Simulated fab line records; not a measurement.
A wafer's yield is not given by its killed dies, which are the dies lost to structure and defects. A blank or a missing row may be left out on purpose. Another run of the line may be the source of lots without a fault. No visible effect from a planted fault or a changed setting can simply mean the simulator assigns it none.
2 desks, one fault / flow berkeley-cmos170 / each desk has only its own numbers; what lay behind them comes last

## FROM THE METROLOGY DESK
What the gauges read for every lot (on any tool): the sampled wafers with a number, averaged. If a lot's mean is further than 4 standard deviations from the usual mean, the lot is out of limits and carries the mark OUT (the distance appears in the brackets).
Columns: A = cd-nm at UCB170_ACTIVE_CD_MEAS_90, usual 1200.1 nm; B = cd-nm at UCB170_M3_CD_MEAS_15, usual 700.0 nm
lot=L656; first seen here=day 4 03:42; A=1196.9; B=699.9
lot=L657; first seen here=day 4 12:52; A=1201.2; B=698.2
lot=L659; first seen here=day 5 00:18; A=1201.2; B=700.5
lot=L660; first seen here=day 5 05:03; A=1200.1; B=700.4
lot=L661; first seen here=day 5 16:41; A=1199.5; B=700.8
lot=L663; first seen here=day 6 00:00; A=1199.5; B=699.8
lot=L664; first seen here=day 6 05:53; A=1202.2; B=699.3
lot=L668; first seen here=day 6 23:53; A=1201.1; B=698.3
lot=L670; first seen here=day 7 09:01; A=1200.5; B=701.6
lot=L673; first seen here=day 8 05:03; A=1199.7; B=699.6
lot=L675; first seen here=day 8 13:01; A=1198.3; B=700.2
lot=L677; first seen here=day 8 19:53; A=1201.5; B=699.1
lot=L678; first seen here=day 8 20:17; A=1199.7; B=699.9
lot=L679; first seen here=day 9 09:09; A=1201.1; B=699.5
Result from this desk: across the 14 lots, nothing is out of limits.

## FOR THE TOOL OWNER'S DESK: rie-diel-02
The tool's own readings at UCB170_NWELL_ETCH_13 (etches Si3N4 in CH3F/Ar/O2, stops on SiO2, target depth 246.4 nm, time 154 s): means of the sampled wafers that have a number, for each lot that ran on this tool. If a lot's mean is further than 4 standard deviations from the usual mean, the lot is out of limits and carries the mark OUT (the distance appears in the brackets).
Columns: A = drypump-motor-current-A at UCB170_NWELL_ETCH_13, usual 5.7 A; B = oes-product-au at UCB170_NWELL_ETCH_13, usual 0.953 a.u.; C = rf-fwd-power-W at UCB170_NWELL_ETCH_13, usual 448.0 W; D = throttle-valve-pct at UCB170_NWELL_ETCH_13, usual 8.08 %
lot=L657; first seen here=day 2 16:06; A=5.1; B=0.951; C=446.9; D=8.06
lot=L663; first seen here=day 3 20:16; A=5.1; B=0.955; C=447.8; D=8.05
lot=L664; first seen here=day 4 01:55; A=5.3; B=0.952; C=448.2; D=8.04
Result from this desk: across the 3 lots, nothing is out of limits.

## ALL TOGETHER
Nothing out of limits was seen by the metrology desk.
The desk of the tool owner found nothing out of limits.

## WHAT HAD BEEN PUT IN BY THE SIMULATOR
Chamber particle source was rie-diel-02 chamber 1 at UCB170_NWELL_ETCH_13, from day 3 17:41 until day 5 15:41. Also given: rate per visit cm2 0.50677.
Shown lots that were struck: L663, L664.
